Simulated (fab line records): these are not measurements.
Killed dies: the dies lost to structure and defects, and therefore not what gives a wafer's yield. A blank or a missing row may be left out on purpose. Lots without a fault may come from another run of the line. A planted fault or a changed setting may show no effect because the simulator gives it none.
Comparing a struck lot with a sound one | flow ritCmos | 17 steps out of a route of 202
Sound: these wafers, L923.1, L923.4, L923.6. Struck: wafers L928.3, L928.4, L928.5. The cause is given at the end.
Per side, at each step with rows, come the tool, then ch with its chambers, and then its first start. Under that, the readings that differ: sound wafers | struck wafers | difference of the means | sigmas: that difference in standard deviations of wafers without a fault.
alike: same words and numbers on both sides, and readings whose means sit less than 2 such deviations apart. not compared: any withheld reading, any reading some wafer has no value for, any bound like >300 that may hide the same value, and any number with overlapping values for which the record gives no deviation.
A row with sigmas, a row that says differs or no value, or rows on one side alone: a step with any of these is where the two part. Numbers that have no deviation but don't overlap get no sigmas and don't part them. Lack of a reading on every wafer of one side parts them only where that side has two or more wafers.

RIT_NWELL_TW_MEAS_10:
  sound on filmMetro-04, day 2 16:09; struck on filmMetro-02, day 3 14:53
  alike: NWELL_TW
then, 6 steps without rows for these wafers: RIT_PWELL_HMDS_00 (prime time 60 s); RIT_PWELL_COAT_01 (resist thk 1300 nm); RIT_PWELL_SOFTBAKE_02 (time 60 s); RIT_PWELL_EXPOSE_03 (exposes mask M3, target cd 43700 nm); RIT_PWELL_PEB_04; RIT_PWELL_DEVELOP_05 (develop time 68 s).
RIT_PWELL_OVL_MEAS_06:
  sound on overlay-02, day 2 17:13; struck on overlay-01, day 3 15:56
reading        | sound          | struck      | difference | sigmas
PWELL_OVL (nm) | -0.1 -0.7 -0.9 | 2.1 4.0 1.7 | +3.2       | +2
then, 2 steps without rows for these wafers: RIT_PWELL_HARDBAKE_07 (time 120 s); RIT_PWELL_IMPLANT_08.
RIT_PWELL_STRIP_09: strips in O2, time 180 s.
  sound on plasmaAsher-03 ch 0, day 2 17:39; struck on plasmaAsher-01 ch 0,1, day 3 16:31
reading                  | sound       | struck      | difference | sigmas
drypumpMotorCurrentA (A) | 5.9 5.9 5.9 | 5.0 4.9 4.9 | -1.0       | -3
  not compared: rfHoursCounterH
RIT_PWELL_TW_MEAS_10:
  sound on filmMetro-02, day 2 17:49; struck on filmMetro-02, day 3 16:38
  alike: PWELL_TW
RIT_WELLDRIVE_ANNEAL_00: time 14700 s.
  sound on furnace-04 ch 0, day 2 19:19; struck on furnace-04 ch 0, day 3 16:41
reading        | sound             | struck            | difference | sigmas
runLengthS (s) | 18264 18264 18264 | 12401 12401 12401 | -5863      | -99 or more
  alike: zonePowerSourcePct
RIT_WELLDRIVE_RS_MEAS_01: the measuring method here is four-point-probe.
  sound on filmMetro-02, day 3 00:24; struck on filmMetro-04, day 3 21:49
reading           | sound             | struck            | difference | sigmas
NWELL_RS (ohm/sq) | 275.6 275.9 275.6 | 302.1 301.4 301.8 | +26.1      | +33
RIT_WELLDRIVE_RS_MEAS_02: the measuring method here is four-point-probe.
  sound on filmMetro-02, day 3 00:31; struck on filmMetro-04, day 3 21:56
reading           | sound             | struck            | difference | sigmas
PWELL_RS (ohm/sq) | 431.9 432.3 431.3 | 456.5 456.7 457.0 | +24.9      | +19
then, 2 steps without rows for these wafers: RIT_NRETRO_HMDS_00 (prime time 60 s); RIT_M1_PROBE_99.

## WHERE THEY PART
First at RIT_PWELL_OVL_MEAS_06; last, within this record, at RIT_WELLDRIVE_RS_MEAS_02.

WHY: what the simulator had put in
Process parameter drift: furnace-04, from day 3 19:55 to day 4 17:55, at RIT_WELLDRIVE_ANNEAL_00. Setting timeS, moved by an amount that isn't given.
